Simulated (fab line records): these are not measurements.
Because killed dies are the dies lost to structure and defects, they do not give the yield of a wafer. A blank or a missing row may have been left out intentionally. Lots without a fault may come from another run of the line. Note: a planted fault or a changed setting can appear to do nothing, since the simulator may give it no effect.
Which tool did it? / flow berkeleyCmos170 / at 1 step of a route of 331, 15 lots with 45 wafers sampled

== WHAT THE GAUGES SHOWED, per wafer ==
No reading from a measuring or inspecting step in the record can be judged against a usual standard deviation.

== EACH LOT AND THE TOOL THAT RAN IT (in order: tool; ch and the chambers of the sampled wafers; start) ==
lot=L358; UCB170_V1_PEB_10=lithoTrack-01 ch 0, day 7 22:22
lot=L359; UCB170_V1_PEB_10=lithoTrack-04 ch 0, day 9 04:00
lot=L360; UCB170_V1_PEB_10=lithoTrack-01 ch 0, day 9 04:49
lot=L362; UCB170_V1_PEB_10=lithoTrack-01 ch 0, day 9 23:03
lot=L364; UCB170_V1_PEB_10=lithoTrack-04 ch 0, day 10 00:40
lot=L369; UCB170_V1_PEB_10=lithoTrack-01 ch 0, day 11 00:53
lot=L368; UCB170_V1_PEB_10=lithoTrack-01, day 11 02:00
lot=L370; UCB170_V1_PEB_10=lithoTrack-04, day 11 14:34
lot=L371; UCB170_V1_PEB_10=lithoTrack-01, day 11 14:40
lot=L374; UCB170_V1_PEB_10=lithoTrack-01 ch 0, day 11 21:19
lot=L378; UCB170_V1_PEB_10=lithoTrack-01 ch 0, day 12 19:35
lot=L376; UCB170_V1_PEB_10=lithoTrack-01 ch 0, day 12 23:20
lot=L380; UCB170_V1_PEB_10=lithoTrack-01 ch 0, day 13 00:47
lot=L379; UCB170_V1_PEB_10=lithoTrack-01 ch 0, day 13 04:00
lot=L381; UCB170_V1_PEB_10=lithoTrack-01 ch 0, day 13 04:34
- UCB170_V1_PEB_10

== AS READ BY THE TOOLS THEMSELVES (means over the sampled wafers that have a number; for cases with no such wafer, the mark the record gives instead) ==
UCB170_V1_PEB_10.
lot=L358; tool=lithoTrack-01; chillPlateTempC (C)=23.00; exhaustPa (Pa)=43.8
lot=L359; tool=lithoTrack-04; chillPlateTempC (C)=22.91; exhaustPa (Pa)=45.2
lot=L360; tool=lithoTrack-01; chillPlateTempC (C)=23.07; exhaustPa (Pa)=44.2
lot=L362; tool=lithoTrack-01; chillPlateTempC (C)=23.00; exhaustPa (Pa)=45.9
lot=L364; tool=lithoTrack-04; chillPlateTempC (C)=23.14; exhaustPa (Pa)=43.3
lot=L369; tool=lithoTrack-01; chillPlateTempC (C)=23.00; exhaustPa (Pa)=45.0
lot=L368; tool=lithoTrack-01; chillPlateTempC (C)=-; exhaustPa (Pa)=-
lot=L370; tool=lithoTrack-04; chillPlateTempC (C)=-; exhaustPa (Pa)=-
lot=L371; tool=lithoTrack-01; chillPlateTempC (C)=-; exhaustPa (Pa)=-
lot=L374; tool=lithoTrack-01; chillPlateTempC (C)=22.86; exhaustPa (Pa)=44.3
lot=L378; tool=lithoTrack-01; chillPlateTempC (C)=22.90; exhaustPa (Pa)=43.9
lot=L376; tool=lithoTrack-01; chillPlateTempC (C)=22.91; exhaustPa (Pa)=45.2
lot=L380; tool=lithoTrack-01; chillPlateTempC (C)=23.09; exhaustPa (Pa)=44.8
lot=L379; tool=lithoTrack-01; chillPlateTempC (C)=23.04; exhaustPa (Pa)=45.2
lot=L381; tool=lithoTrack-01; chillPlateTempC (C)=22.95; exhaustPa (Pa)=46.0

== THE ANSWER, worked out from the rows above alone ==
Rule: the lots themselves supply what counts as usual. Put in order of their means at a reading, lots are off if they are a third of the lots or fewer, leave a main group of 4 or more, and stand apart from it by a gap of 3 or more times the standard deviation of the main group's means; of several such gaps the widest counts. If all means in a main group match to the digits the tables above print for the reading, that group is not used. A lot without any number at a reading at which 4 lots or more have one is off too. Where the step has rows for the other lots, those lots are counted as sound. Order of review: gauges by route order, followed by the tools' own readings, for which a lot's mean as printed above is used. The first step at which some lot is off is used, and at that step the reading that is off furthest; a lot without a number counts as furthest.
Off: L368, L370, L371 (UCB170_V1_PEB_10, chillPlateTempC). Without a number there: L368, L370, L371. Main group: mean 22.99 C, sd 0.082.
A tool fits if, at that step or a process step before it, it ran every lot that is off, and no sound lot after the first of them. Not one of the candidates tried fits.

== WHAT THE SIMULATOR PUT IN ==
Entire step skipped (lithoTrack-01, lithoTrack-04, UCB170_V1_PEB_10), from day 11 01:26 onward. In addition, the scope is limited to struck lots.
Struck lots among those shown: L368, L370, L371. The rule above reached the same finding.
